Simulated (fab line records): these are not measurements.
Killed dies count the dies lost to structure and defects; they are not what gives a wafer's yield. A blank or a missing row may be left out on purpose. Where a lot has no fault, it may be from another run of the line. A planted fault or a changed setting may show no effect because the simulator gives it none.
Split-lot trial | flow berkeley_cmos170 | 23 wafers read across 5 lots, on a route 331 steps long

== ABOUT THE SPLIT ==
At UCB170_PFIELD_IMPLANT_07, the setting energy_kev was moved away from the recipe's 80 on 11 of the 23 wafers read, by -4.9% to +3.7%. The other wafers ran this setting at the recipe's value.

The reading comes from the split's own step.

== THE READING ==
implant.drp_nm (the simulator's own value, which no gauge read), in nm, at UCB170_PFIELD_IMPLANT_07. The file does not state a usual value for it.

wafer  | tool, chamber at the split | energy_kev as run | against the recipe | implant.drp_nm, nm | against lot-mates on the recipe
L074.1 | implanter-01, 0            | 80                | recipe             | 74.86              | -
L074.3 | implanter-01, 0            | 80                | recipe             | 74.86              | -
L074.2 | implanter-01, 0            | 76.1              | -4.9%              | 73.05              | -1.81
L074.4 | implanter-01, 0            | 76.1              | -4.9%              | 73.05              | -1.81
L074.5 | implanter-01, 0            | 76.1              | -4.9%              | 73.05              | -1.81
L077.1 | implanter-03, 0            | 81.73             | +2.2%              | 75.62              | +0.76
L077.2 | implanter-03, 0            | 81.73             | +2.2%              | 75.62              | +0.76
L077.4 | implanter-03, 0            | 81.73             | +2.2%              | 75.62              | +0.76
L077.3 | implanter-03, 0            | 80                | recipe             | 74.86              | -
L077.5 | implanter-03, 0            | 80                | recipe             | 74.86              | -
L078.2 | implanter-03, 0            | 80                | recipe             | 74.86              | -
L078.5 | implanter-03, 0            | 80                | recipe             | 74.86              | -
L078.3 | implanter-03, 0            | 82.94             | +3.7%              | 76.13              | +1.27
L078.4 | implanter-03, 0            | 82.94             | +3.7%              | 76.13              | +1.27
L078.6 | implanter-03, 0            | 82.94             | +3.7%              | 76.13              | +1.27
L079.2 | implanter-04, 0            | 80                | recipe             | 74.86              | -
L079.4 | implanter-04, 0            | 80                | recipe             | 74.86              | -
L079.5 | implanter-04, 0            | 80                | recipe             | 74.86              | -
L083.1 | implanter-04, 0            | 77.52             | -3.1%              | 73.72              | -1.14
L083.2 | implanter-04, 0            | 77.52             | -3.1%              | 73.72              | -1.14
L083.3 | implanter-04, 0            | 80                | recipe             | 74.86              | -
L083.4 | implanter-04, 0            | 80                | recipe             | 74.86              | -
L083.6 | implanter-04, 0            | 80                | recipe             | 74.86              | -

FIT RESULTS
A straight line over all 23 wafers: implant.drp_nm changes by +0.361 nm for each +1% of energy_kev; r = +1.00; the points scatter about the line by 0.023 nm.
The same after taking each lot's own level away (the mean of its wafers on the recipe; 23 wafers): +0.361 nm for each +1%; r = +1.00; scatter 0.023 nm.
That fit puts the effect of the largest move of energy_kev on the reading at 1.8 nm.
The lots' own levels span 74.860 to 74.860 nm.
Hence the lot-to-lot level has little effect on the slope; both slopes agree.
Check: for one of the wafers moved furthest among these (-4.9%), held out of the fit, the line's prediction against its lot-mates is -1.77 nm. It came out at -1.81 nm against them.

== THE OTHER SPLITS THESE WAFERS WENT THROUGH ==
Before the reading, these wafers also passed through other splits. Each is held against what the fit with the lots' levels taken away leaves over:
other split on the same wafers    | wafers away from the commonest value | r with implant.drp_nm (lot level and that fit taken away)
UCB170_ZERO_COAT_01 spin_rpm      | 5                                    | -0.28
UCB170_ZERO_STRIP_07 o2_flow_sccm | 2                                    | -0.08
UCB170_ACTIVE_OXIDATION_02 temp_c | 15                                   | +0.02

== THE WHOLE CHAIN: every reading that the file lists as answering this split, in the file's order ==
step                     | what it does | reading                                                         | change (the file's fit)               | r (the file's)
UCB170_PFIELD_IMPLANT_07 |              | implant.rp_nm (the simulator's own value, which no gauge read)  | +2.15 nm for each +1% of the setting  | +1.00
UCB170_PFIELD_IMPLANT_07 |              | implant.drp_nm (the simulator's own value, which no gauge read) | +0.362 nm for each +1% of the setting | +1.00

== FILE'S OWN FIT ==
implant.drp_nm changes by +0.362 nm for each +1% of energy_kev, r = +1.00.
